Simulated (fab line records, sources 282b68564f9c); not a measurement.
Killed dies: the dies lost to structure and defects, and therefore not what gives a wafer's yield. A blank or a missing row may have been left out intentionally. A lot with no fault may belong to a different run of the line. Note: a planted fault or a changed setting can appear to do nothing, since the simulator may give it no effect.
8D (eight disciplines) problem report, filled in by code / flow rit_cmos / the parts of the form that need people (team, actions taken, sign-off) are left out

1. THE ISSUE
Wafers free of any fault read 3137 (standard deviation 40) for NSD_TW at RIT_NSD_TW_MEAS_10, against a mean of 2741 on 6 wafers of 2 lots. Relative to the usual mean, that is a shift of -9.9 standard deviations.
The first sign was on wafer L971.1 at day 5 03:41, on film_metro-02. Wafers with a number at this step in the record: 42, from 14 lots. By rule, "out" or "out of limits" means more than 4 standard deviations away from the usual mean. The rest of the wafers with a number are treated as sound.

2. WHAT IT IS AND WHAT IT IS NOT
question=which readings at this step | is=NSD_TW | is not=-
question=which lots | is=L971, L972 | is not=L961, L963, L967, L970, L974, L977, L979, L980, L981, L982, L983, L984
question=which wafers of those lots | is=all that have a number | is not=-
question=read on which gauges | is=film_metro-01, film_metro-02 | is not=film_metro-03
question=when | is=from day 5 03:41 | is not=up to then (12 sound wafers); but 24 sound wafers of L974, L977, L979, L980, L981, L982, L983, L984 came after

3. WHAT RULES OUT EACH SUSPECT
Counting: a tool stays on the suspect list if, at a process step up to the reading, it processed all lots that are out and no sound lot following the first of them.
- the gauge at RIT_NSD_TW_MEAS_10 has been ruled out. 2 gauges (film_metro-01, film_metro-02) read the wafers that are out.
- implanter-03 at RIT_NSD_IMPLANT_08: kept. All lots that are out passed through it, beginning with L971 at day 5 03:21, and no sound lot followed; its final sound lot before that point was L970 at day 5 01:26. Its own dose_ions_cm2, faraday_current_uA readings are out on those wafers.
The count leaves implanter-03 at RIT_NSD_IMPLANT_08.

4. THE CAUSE (what the simulator had put in)
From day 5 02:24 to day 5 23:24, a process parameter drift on implanter-03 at RIT_NSD_IMPLANT_08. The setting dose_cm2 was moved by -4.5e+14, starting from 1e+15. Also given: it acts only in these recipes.
This tool alone remained once counting was done.

5. THE CHAIN OF EFFECTS, in route order
Each row: a reading whose mean over the struck wafers that have a number lies more than 3 standard deviations from the usual. Scope: only readings with a usual standard deviation given in the record; hours: median across lots of the time from each lot's start at the first step in this table that gives one to its start at this step; sigmas: change in usual standard deviations.
hours=0; step=RIT_NSD_IMPLANT_08; reading=dose_ions_cm2; usual=9.999e+14; on struck wafers=5.508e+14; change=-4.491e+14; sigmas=-99 or more
hours=0; step=RIT_NSD_IMPLANT_08; reading=faraday_current_uA; usual=3136; on struck wafers=1746; change=-1390; sigmas=-21
hours=0; step=RIT_NSD_TW_MEAS_10; reading=NSD_TW; usual=3137; on struck wafers=2741; change=-396; sigmas=-9.9
hours=2; step=RIT_SDANNEAL_RS_MEAS_05; reading=NSD_RS; usual=84.54 ohm/sq; on struck wafers=137.90; change=+53.36; sigmas=+99 or more
Its process steps:
- RIT_NSD_IMPLANT_08
Later measuring or inspecting steps at which every struck wafer that the step has a row for has a number for every such reading, and none has moved that far: RIT_CONTACT_OVL_MEAS_09.

6. HOW IT WOULD HAVE BEEN CAUGHT EARLIER
In this record the first reading out of limits at a measuring or inspecting step was taken at day 5 03:41, 1 hour after the fault began at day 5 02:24.
The tool's own readings at RIT_NSD_IMPLANT_08 were out on every struck wafer that the step has a row for (dose_ions_cm2, faraday_current_uA): an alarm limit on them would have fired on the first of those.
L972, from the lots that are out (2), started RIT_NSD_IMPLANT_08 on implanter-03 later than day 5 03:41. A tool hold placed at that time would have kept it from harm.
